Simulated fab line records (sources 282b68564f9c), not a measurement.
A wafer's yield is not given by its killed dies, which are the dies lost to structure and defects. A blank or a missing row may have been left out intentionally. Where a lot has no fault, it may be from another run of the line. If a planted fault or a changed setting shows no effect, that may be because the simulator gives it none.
Check of tool commonality	flow ritCmos	Sampled: 14 lots, 42 wafers

THE REASON FOR OPENING IT
At RIT_NRETRO_TW_MEAS_10 the reading NRETRO_TW is flagged on 2 of 14 lots. Wafers without a fault read 1045, standard deviation 9.7.
Rule: flag the lot when none of its wafers has a number, or when each of its wafers that has one lies beyond 4 standard deviations from that mean. All remaining lots are regarded as sound.

lot	measured	on	NRETRO_TW, wafer by wafer	flag
L604	day 2 08:34	filmMetro-04	1054 1050 1052	
L605	day 2 12:49	filmMetro-02	1053 1045 1050	
L606	day 2 17:20	filmMetro-04	1049 1052 1055	
L607	day 2 22:02	filmMetro-02	1051 1051 1049	
L608	day 3 02:11	filmMetro-04	1050 1044 1039	
L609	day 3 08:40	filmMetro-04	1048 1049 1053	
L610	day 3 12:16	filmMetro-03	1027 1028 1032	
L611	day 3 20:46	filmMetro-04	1046 1052 1044	
L612	day 4 01:14	filmMetro-04	1053 1058 1061	
L613	day 4 07:30	filmMetro-03	1033 1036 1043	
L614	day 4 11:20	filmMetro-04	1056 1058 1056	
L615	day 4 14:55	filmMetro-04	1062 1063 1056	
L622	day 6 01:35	filmMetro-04	983 979 980	FLAGGED
L623	day 6 05:44	filmMetro-03	972 967 971	FLAGGED
The mean of the flagged lots' numbers is 975, -70 from the usual (-7 standard deviations).

LOT BY LOT: THE TOOL USED
The record holds 1 process step before the reading, out of a route of 202 steps. Cell contents, in order: the tool; ch with the chambers the sampled wafers went through; the start.
lot	flag	RIT_NRETRO_IMPLANT_08
L604		implanter-03 ch 0, day 2 08:15
L605		implanter-01 ch 0, day 2 12:30
L606		implanter-01 ch 0, day 2 17:01
L607		implanter-03 ch 0, day 2 21:43
L608		implanter-02 ch 0, day 3 01:52
L609		implanter-03 ch 0, day 3 08:21
L610		implanter-01 ch 0, day 3 11:57
L611		implanter-02 ch 0, day 3 20:27
L612		implanter-02 ch 0, day 4 00:55
L613		implanter-01 ch 0, day 4 07:11
L614		implanter-03 ch 0, day 4 11:01
L615		implanter-03 ch 0, day 4 14:36
L622	FLAGGED	implanter-03 ch 0, day 6 01:16
L623	FLAGGED	implanter-03 ch 0, day 6 05:26
What the steps here do:
- RIT_NRETRO_IMPLANT_08
- RIT_NRETRO_TW_MEAS_10

FLAGGED OVER TOTAL, TOOL BY TOOL (the gauges that took the reading come last)
step	tool	lots run	flagged	share of the flagged lots	sound lots run after its first flagged lot
RIT_NRETRO_IMPLANT_08	implanter-01	4	0	none	-
RIT_NRETRO_IMPLANT_08	implanter-02	3	0	none	-
RIT_NRETRO_IMPLANT_08	implanter-03	7	2	all	0
RIT_NRETRO_TW_MEAS_10	filmMetro-02	2	0	none	-
RIT_NRETRO_TW_MEAS_10	filmMetro-03	3	1	some	0
RIT_NRETRO_TW_MEAS_10	filmMetro-04	9	1	some	0

WHAT THE TABLE PERMITS
In the table, 1 row covers all flagged lots: implanter-03 at RIT_NRETRO_IMPLANT_08.
- implanter-03 at RIT_NRETRO_IMPLANT_08: 2 of its 7 lots flagged. Last sound lot L615 at day 4 14:36, first flagged lot L622 at day 6 01:16; a fault beginning in between fits. Its own readings (doseIonsCm2, faradayCurrentUA) fall more than 4 standard deviations out on all wafers of the flagged lots.
One tool is left: implanter-03 at RIT_NRETRO_IMPLANT_08.

WHAT THE SIMULATOR PUT IN
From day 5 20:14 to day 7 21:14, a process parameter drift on implanter-03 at RIT_NRETRO_IMPLANT_08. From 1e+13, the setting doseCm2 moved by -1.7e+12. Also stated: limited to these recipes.
Struck lots among those shown: L622, L623. This agrees with what the rule above found.
